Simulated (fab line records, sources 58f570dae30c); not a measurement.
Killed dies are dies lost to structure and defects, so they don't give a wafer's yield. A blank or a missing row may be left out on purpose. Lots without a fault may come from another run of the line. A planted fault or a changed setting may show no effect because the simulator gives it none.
Which tool did it? | flow berkeley_cmos170 | 6 lots, 18 wafers sampled, at 2 steps of a route of 331

WHAT THE GAUGES READ, wafer by wafer
UCB170_PLDD_CD_MEAS_06: target cd 1200 nm.
lot  | measured     | on        | cd_nm (nm)
L530 | day 6 18:37  | cd_sem-01 | 1201.6 1200.1 1201.2
L533 | day 6 19:26  | cd_sem-02 | 1199.1 1199.8 1200.1
L540 | day 8 16:43  | cd_sem-01 | 1199.1 1199.0 1199.6
L545 | day 9 07:34  | cd_sem-02 | 1198.5 1197.2 1197.9
L547 | day 9 20:45  | cd_sem-02 | 1201.2 1201.1 1201.2
L553 | day 10 20:48 | cd_sem-01 | 1199.7 1200.2 1199.2

WHICH TOOL RAN EACH LOT (tool, then ch and the chambers of the sampled wafers, then the start)
lot  | UCB170_PVT_STRIP_08
L530 | plasma_asher-02 ch 0,1, day 6 01:35
L533 | plasma_asher-02 ch 0,1, day 6 06:34
L540 | plasma_asher-04 ch 0,1, day 7 23:46
L545 | plasma_asher-04 ch 0,1, day 8 17:09
L547 | plasma_asher-04 ch 0,1, day 9 04:29
L553 | plasma_asher-01 ch 0,1, day 10 08:05
- UCB170_PVT_STRIP_08: strips in O2.

THE ANSWER, worked out from the rows above alone
Rule: what is usual is taken from the lots themselves. Put in order of their means at a reading, lots are off if they are a third of the lots or fewer, leave a main group of 4 or more, and stand apart from it by a gap of 3 or more times the standard deviation of the main group's means; of several such gaps the widest counts. A main group whose means are all the same, to the digits that the tables above print for the reading, isn't used. A lot without any number at a reading at which 4 lots or more have one is off too. The other lots that the step has rows for count as sound.
No lot is off at any reading shown: from this, nothing can be told.

WHAT THE SIMULATOR HAD PUT IN
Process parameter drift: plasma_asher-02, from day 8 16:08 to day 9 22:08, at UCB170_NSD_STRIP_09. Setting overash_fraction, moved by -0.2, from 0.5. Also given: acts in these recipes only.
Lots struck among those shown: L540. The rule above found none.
